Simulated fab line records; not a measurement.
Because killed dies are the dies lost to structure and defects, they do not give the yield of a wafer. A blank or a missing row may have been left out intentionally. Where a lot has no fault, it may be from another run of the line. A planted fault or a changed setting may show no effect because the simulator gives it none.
Which of the tools did it? -- flow berkeleyCmos170 -- 14 lots, 42 wafers sampled, at 2 steps of a route of 331

== WHAT EACH GAUGE READ, for each wafer ==
UCB170_NVT_TW_MEAS_09. Usual: NVT_TW 522, standard deviation 6.6.
lot,measured,on,NVT_TW,flag
L894,day 6 11:57,filmMetro-04,530 528 532,
L896,day 7 00:00,filmMetro-04,527 527 528,
L895,day 7 00:17,filmMetro-02,518 517 518,
L897,day 7 09:59,filmMetro-04,526 526 527,
L900,day 7 16:58,filmMetro-02,518 518 520,
L902,day 8 13:44,filmMetro-02,516 518 516,
L905,day 9 07:43,filmMetro-03,575 571 569,OFF
L906,day 9 08:10,filmMetro-02,577 580 577,OFF
L910,day 10 19:00,filmMetro-03,510 510 511,
L912,day 10 19:22,filmMetro-04,533 529 529,
L911,day 10 19:38,filmMetro-04,527 528 527,
L913,day 11 01:47,filmMetro-04,526 529 524,
L914,day 11 01:53,filmMetro-04,529 531 527,
L915,day 11 14:43,filmMetro-02,520 519 517,

== EACH LOT AND THE TOOL THAT RAN IT (in order: tool; ch and the chambers of the sampled wafers; start) ==
lot,UCB170_NVT_IMPLANT_07
L894,"implanter-02 ch 0, day 6 11:42"
L896,"implanter-03 ch 0, day 6 23:45"
L895,"implanter-01 ch 0, day 7 00:04"
L897,"implanter-01 ch 0, day 7 09:44"
L900,"implanter-02 ch 0, day 7 16:43"
L902,"implanter-02 ch 0, day 8 13:31"
L905,"implanter-02 ch 0, day 9 07:29"
L906,"implanter-02 ch 0, day 9 07:55"
L910,"implanter-03 ch 0, day 10 18:45"
L912,"implanter-01 ch 0, day 10 19:07"
L911,"implanter-03 ch 0, day 10 19:23"
L913,"implanter-01 ch 0, day 11 01:32"
L914,"implanter-03 ch 0, day 11 01:38"
L915,"implanter-03 ch 0, day 11 14:29"
- UCB170_NVT_IMPLANT_07

== AS READ BY THE TOOLS THEMSELVES (means over the sampled wafers that have a number; for cases with no such wafer, the mark the record gives instead) ==
UCB170_NVT_IMPLANT_07. Usual: doseIonsCm2 3.0009e+12, standard deviation 3e+09; faradayCurrentUA 9.52, standard deviation 0.18.
lot,tool,doseIonsCm2,faradayCurrentUA,flag
L894,implanter-02,3.0034e+12,9.44,
L896,implanter-03,3.0023e+12,9.58,
L895,implanter-01,2.9998e+12,9.49,
L897,implanter-01,3.0028e+12,9.57,
L900,implanter-02,3.0027e+12,9.53,
L902,implanter-02,2.9999e+12,9.50,
L905,implanter-02,4.2605e+12,13.37,OFF
L906,implanter-02,4.2613e+12,13.59,OFF
L910,implanter-03,2.9978e+12,9.56,
L912,implanter-01,3.0002e+12,9.65,
L911,implanter-03,3.0024e+12,9.32,
L913,implanter-01,2.9981e+12,9.68,
L914,implanter-03,3.0020e+12,9.58,
L915,implanter-03,2.9994e+12,9.40,

== THE ANSWER, worked out from the rows above alone ==
Rule: a lot is off if the mean of its wafers that have a number lies more than 3 standard deviations from the usual mean. A lot without any number at a reading at which 4 lots or more have one is off too. Any other lot the step has rows for is counted as sound. After the gauges, taken in route order, come the tools' own readings; for these a lot's mean is taken, as printed above. At the first step where some lot is off, the reading lying furthest off is the one used; lots without a number count as furthest.
Off: L905, L906, at UCB170_NVT_TW_MEAS_09 (NVT_TW).
A tool fits if, at a process step before that reading, it ran every lot that is off, and no sound lot after the first of them. Not tried: the gauges at UCB170_NVT_TW_MEAS_09; whatever is off there is also off at UCB170_NVT_IMPLANT_07, on other tools, and gauge error can't account for it. One fits: implanter-02 at UCB170_NVT_IMPLANT_07. A fault onset in the window from L902 (day 8 13:31, its last sound lot) to L905 (day 9 07:29, its first lot off) fits.
The tool's own readings at UCB170_NVT_IMPLANT_07 bear it out: on the lots that are off they differ by more than 5 times the standard deviation of the sound lots' means. doseIonsCm2 reads 4.2609e+12 there against 3.0009e+12 on the sound lots; faradayCurrentUA reads 13.48 there against 9.53 on the sound lots.

== WHAT THE SIMULATOR PUT IN ==
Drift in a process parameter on implanter-02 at UCB170_NVT_IMPLANT_07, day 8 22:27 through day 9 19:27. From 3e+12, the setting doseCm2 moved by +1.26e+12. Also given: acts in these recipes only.
Shown lots that were struck: L905, L906. The rule above reached the same finding.
